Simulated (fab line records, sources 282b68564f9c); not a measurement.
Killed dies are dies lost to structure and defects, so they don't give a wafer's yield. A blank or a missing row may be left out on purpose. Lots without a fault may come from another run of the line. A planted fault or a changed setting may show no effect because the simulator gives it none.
A struck lot beside a sound one | flow rit_cmos | 44 steps out of a route of 202
Sound: wafers L732.2, L732.4, L732.6. Struck: wafers L744.3, L744.4, L744.6. The cause comes at the end.
At each step with rows: each side's tool, then ch and its chambers, then its first start. Under that, the readings that differ: sound wafers | struck wafers | difference of the means | sigmas: that difference in standard deviations of wafers without a fault.
alike: readings whose means differ by less than 2 such deviations, and words and numbers that are the same on both sides. not compared: withheld readings, readings that some wafer has no value for, bounds like >300 that may hide the same value, and numbers for which the record gives no deviation and whose values overlap.
The two part at a step that has a row with sigmas, a row that says differs or no value, or rows on one side only. Numbers that don't overlap but have no deviation are shown without sigmas and don't part them. A reading that every wafer of one side lacks parts them only if that side has two wafers or more.

first, 1 step without rows for these wafers: RIT_PRETRO_IMPLANT_08.
RIT_PRETRO_STRIP_09: strips in O2, time 180 s.
  sound on plasma_asher-02 ch 1, day 2 22:14; struck on plasma_asher-03 ch 0,1, day 5 10:22
  alike: drypump_motor_current_A
  not compared: rf_hours_counter_h
RIT_PRETRO_TW_MEAS_10:
  sound on film_metro-04, day 2 22:25; struck on film_metro-02, day 5 10:30
  alike: PRETRO_TW
then, 5 steps without rows for these wafers: RIT_GATE_WET_ETCH_00 (etches SiO2 in BOE, target depth 56 nm, time 60 s); RIT_GATE_CLEAN_01 (cleans in SC1, time 600 s); RIT_GATE_CLEAN_02 (cleans in dHF, time 30 s); RIT_GATE_CLEAN_03 (cleans in SC2, time 600 s); RIT_GATE_CLEAN_04 (cleans in dHF, time 60 s).
RIT_FOX2_THK_MEAS_91:
  sound on film_metro-03, day 2 22:55; struck on film_metro-03, day 5 11:01
  alike: FIELD_OXIDE_LEFT_2_THK
then, 2 steps without rows for these wafers: RIT_GATE_OXIDATION_05 (target thk 3 nm, ox time 270 s); RIT_GATE_ANNEAL_06 (time 600 s).
RIT_GATE_THK_MEAS_07:
  sound on film_metro-03, day 3 00:23; struck on film_metro-03, day 5 13:43
  alike: GATE_OXIDE_THK
RIT_GATE_CVD_08: deposits poly-Si from SiH4, target thk 250 nm, time 2220 s.
  sound on lpcvd-02 ch 0, day 3 00:26; struck on lpcvd-02 ch 1, day 5 13:46
  reading                                  | sound             | struck            | difference | sigmas
  pressure_mtorr (mTorr)                   | 299.5 301.3 300.1 | 361.4 361.2 359.7 | +60.5      | +96
  model.poly-Si_of_GATE_CVD_08.thk_nm (nm) | 247.7 250.1 248.9 | 270 270.8 272.1   | +22        |
  alike: susceptor_temp_C, zone_power_source_pct
RIT_GATE_THK_MEAS_09:
  sound on film_metro-01, day 3 02:04; struck on film_metro-04, day 5 16:12
  reading            | sound             | struck            | difference | sigmas
  GATE_POLY_THK (nm) | 247.6 250.1 249.0 | 270.1 270.5 271.9 | +21.9      | +10
then, 6 steps without rows for these wafers: RIT_GATE_HMDS_10 (prime time 60 s); RIT_GATE_COAT_11 (resist thk 850 nm); RIT_GATE_SOFTBAKE_12 (time 60 s); RIT_GATE_EXPOSE_13 (exposes mask M6, target cd 150 nm); RIT_GATE_PEB_14; RIT_GATE_DEVELOP_15 (develop time 50 s).
RIT_GATE_CD_MEAS_16: target cd 150 nm.
  sound on cd_sem-01, day 3 03:07; struck on cd_sem-01, day 5 17:16
  alike: cd_nm
RIT_GATE_OVL_MEAS_17:
  sound on overlay-02, day 3 03:13; struck on overlay-01, day 5 17:21
  alike: GATE_OVL
then, 1 step without rows for these wafers: RIT_GATE_HARDBAKE_18 (time 60 s).
RIT_GATE_ETCH_19: etches poly-Si in SF6/CHF3/O2, stops on SiO2, time 165 s, target depth 312.5 nm.
  sound on rie_si-01 ch 1,2, day 3 03:24; struck on rie_si-01 ch 1,2,3, day 5 17:40
  reading                          | sound             | struck            | difference | sigmas
  oes_product_au (a.u.)            | 0.849 0.848 0.848 | 0.893 0.896 0.875 | +0.040     | +5
  model.GATE.feature_depth_nm (nm) | 247.7 250.1 248.9 | 270 270.8 272.1   | +22        |
  model.etch.depth_nm (nm)         | 247.7 250.1 248.9 | 270 270.8 272.1   | +22        |
  alike: drypump_motor_current_A, throttle_valve_pct
  not compared: rf_hours_counter_h
RIT_GATE_STRIP_20: strips in O2, time 180 s.
  sound on plasma_asher-03 ch 1, day 3 03:30; struck on plasma_asher-04 ch 0,1, day 5 17:50
  alike: drypump_motor_current_A
  not compared: rf_hours_counter_h
RIT_GATE_CD_MEAS_90: target cd 150 nm.
  sound on cd_sem-02, day 3 03:42; struck on cd_sem-01, day 5 17:59
  alike: cd_nm
then, 4 steps without rows for these wafers: RIT_REOX_CLEAN_00 (cleans in SC1, time 572.6 s); RIT_REOX_CLEAN_01 (cleans in dHF, time 30 s); RIT_REOX_CLEAN_02 (cleans in SC2, time 600 s); RIT_REOX_OXIDATION_03 (target thk 25.2 nm, ox time 5580 s).
RIT_REOX_THK_MEAS_04:
  sound on film_metro-01, day 3 07:08; struck on film_metro-02, day 5 21:01
  alike: REOX_OXIDE_THK
then, 6 steps without rows for these wafers: RIT_NLDD_HMDS_00 (prime time 60 s); RIT_NLDD_COAT_01 (resist thk 1000 nm); RIT_NLDD_SOFTBAKE_02 (time 60 s); RIT_NLDD_EXPOSE_03 (exposes mask M7, target cd 40700 nm); RIT_NLDD_PEB_04; RIT_NLDD_DEVELOP_05 (develop time 50 s).
RIT_NLDD_OVL_MEAS_06:
  sound on overlay-02, day 3 08:02; struck on overlay-01, day 5 22:02
  reading       | sound          | struck       | difference | sigmas
  NLDD_OVL (nm) | -2.3 -3.2 -1.9 | -0.4 1.4 2.7 | +3.7       | +2
then, 2 steps without rows for these wafers: RIT_NLDD_HARDBAKE_07 (time 60 s); RIT_NLDD_IMPLANT_08.
RIT_NLDD_STRIP_09: strips in O2, time 180 s.
  sound on plasma_asher-02 ch 0, day 3 08:22; struck on plasma_asher-03 ch 0,1, day 5 22:25
  alike: drypump_motor_current_A
  not compared: rf_hours_counter_h
RIT_NLDD_TW_MEAS_10:
  sound on film_metro-02, day 3 08:33; struck on film_metro-04, day 5 22:34
  alike: NLDD_TW
RIT_SDANNEAL_CLEAN_02: cleans in SC2, time 600 s.
  sound on wet_bench-04 ch 2, day 3 16:23; struck on wet_bench-04 ch 3, day 6 07:07
  reading                                  | sound             | struck          | difference | sigmas
  model.poly-Si_of_GATE_CVD_08.thk_nm (nm) | 160.2 162.2 161.6 | 183 184.5 185.5 | +23        |
RIT_M1_PROBE_99:
  sound on prober-01, day 4 00:40; struck on prober-01, day 6 15:01
  reading                                          | sound                | struck              | difference | sigmas
  model.etest.pmos_turned.r_on_ohm_um              | 3383 3464 3414       | 3626 3684 3683      | +244       |
  model.etest.nmos_turned.drive_ua_um              | 339.4 327.2 331.8    | 288.9 281.5 279.5   | -49.5      |
  model.etest.pmos_turned.drive_ua_um              | 197.2 192.2 192.9    | 172 166.9 166.6     | -26        |
  model.etest.poly_comb_over_steps.leak_log10_a_um | -12.81 -12.82 -12.91 | -11.69 -11.03 -11.5 | +1.44      |
  model.etest.nmos_0p15.tox_inv_nm (nm)            | 4.414 4.402 4.407    | 4.564 4.624 4.583   | +0.183     |
  alike: killed_at_M0_to_M3, killed_at_contacts, killed_at_front_end, killed_dies, killed_open, killed_short

WHERE THEY PART
First at RIT_GATE_CVD_08; last, within this record, at RIT_NLDD_OVL_MEAS_06. Later steps at which nothing parts them and some readings are alike: RIT_NLDD_STRIP_09, RIT_NLDD_TW_MEAS_10, RIT_M1_PROBE_99.

WHY: what the simulator had put in
Process parameter drift: lpcvd-02, from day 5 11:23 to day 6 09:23, at RIT_GATE_CVD_08. Setting pressure_mtorr, moved by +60, from 300. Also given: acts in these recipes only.
